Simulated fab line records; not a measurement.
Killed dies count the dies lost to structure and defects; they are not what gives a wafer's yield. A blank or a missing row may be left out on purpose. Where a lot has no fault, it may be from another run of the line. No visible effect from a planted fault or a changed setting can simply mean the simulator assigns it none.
Split-lot trial | flow berkeleyCmos170 | 23 wafers read from 5 lots, route of 331 steps

== THE SPLIT ==
At UCB170_PWELL_CVD_05 (deposits Si3N4 from SiH2Cl2/NH3, target thk 220 nm, time 3300 s), the setting timeS was moved away from the recipe's 3300 s on 20 of the 23 wafers read, by -6.5% to +13.2%. The other wafers ran this setting at the recipe's value.

No step appears in the file between the split and the reading.

== THE READING ==
PWELL_NITRIDE_THK in nanometres, read at UCB170_PWELL_THK_MEAS_06. On this fab line, fault-free wafers typically give 218.5 nm with a standard deviation of 1.9 nm.

wafer  | tool, chamber at the split | timeS as run, s | against the recipe | PWELL_NITRIDE_THK, nm | against lot-mates on the recipe
L074.1 | -, -                       | 3424            | +3.8%              | 225.3                 | no lot-mate on the recipe
L074.2 | -, -                       | 3424            | +3.8%              | 223.8                 | no lot-mate on the recipe
L074.3 | -, -                       | 3424            | +3.8%              | 224.7                 | no lot-mate on the recipe
L074.4 | -, -                       | 3424            | +3.8%              | 226.6                 | no lot-mate on the recipe
L074.6 | -, -                       | 3424            | +3.8%              | 225.8                 | no lot-mate on the recipe
L077.1 | -, -                       | 3085            | -6.5%              | 204.6                 | no lot-mate on the recipe
L077.2 | -, -                       | 3085            | -6.5%              | 204.3                 | no lot-mate on the recipe
L077.3 | -, -                       | 3085            | -6.5%              | 203.6                 | no lot-mate on the recipe
L077.5 | -, -                       | 3085            | -6.5%              | 204.1                 | no lot-mate on the recipe
L077.6 | -, -                       | 3085            | -6.5%              | 203.5                 | no lot-mate on the recipe
L080.1 | lpcvd-02, 0                | 3300            | recipe             | 215.1                 | -
L080.3 | lpcvd-02, 0                | 3300            | recipe             | 216.4                 | -
L080.4 | lpcvd-02, 0                | 3300            | recipe             | 218.8                 | -
L085.1 | -, -                       | 3735            | +13.2%             | 246.8                 | no lot-mate on the recipe
L085.2 | -, -                       | 3735            | +13.2%             | 248.8                 | no lot-mate on the recipe
L085.3 | -, -                       | 3735            | +13.2%             | 247.9                 | no lot-mate on the recipe
L085.4 | -, -                       | 3735            | +13.2%             | 249.5                 | no lot-mate on the recipe
L085.5 | -, -                       | 3735            | +13.2%             | 247.6                 | no lot-mate on the recipe
L083.1 | -, -                       | 3102            | -6.0%              | 204.2                 | no lot-mate on the recipe
L083.3 | -, -                       | 3102            | -6.0%              | 205.1                 | no lot-mate on the recipe
L083.4 | -, -                       | 3102            | -6.0%              | 208.6                 | no lot-mate on the recipe
L083.5 | -, -                       | 3102            | -6.0%              | 205.9                 | no lot-mate on the recipe
L083.6 | -, -                       | 3102            | -6.0%              | 206.9                 | no lot-mate on the recipe

FIT RESULTS
A straight line over all 23 wafers: PWELL_NITRIDE_THK changes by +2.2 nm for each +1% of timeS; r = +1.00; the points scatter about the line by 1.6 nm.
Too few moved wafers have a lot-mate on the recipe to fit a line with each lot's own level taken away.

== THE WHOLE CHAIN: every reading that the file lists as answering this split, in the file's order ==
step                     | what it does                                                               | reading                                                                      | change (the file's fit)              | r (the file's)
UCB170_PWELL_CVD_05      | deposits Si3N4 from SiH2Cl2/NH3, target thk 220 nm, time 3300 s            | Si3N4_of_PWELL_CVD_05.thkNm (the simulator's own value, which no gauge read) | +2.19 nm for each +1% of the setting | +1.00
UCB170_PWELL_THK_MEAS_06 |                                                                            | PWELL_NITRIDE_THK                                                            | +2.2 for each +1% of the setting     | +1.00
UCB170_PWELL_ETCH_14     | etches Si3N4 in CH3F/Ar/O2, stops on SiO2, target depth 242 nm, time 151 s | etch.depthNm (the simulator's own value, which no gauge read)                | +1.74 nm for each +1% of the setting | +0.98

== THE FILE'S OWN FIT ==
PWELL_NITRIDE_THK changes by +2.2 nm for each +1% of timeS, r = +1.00.
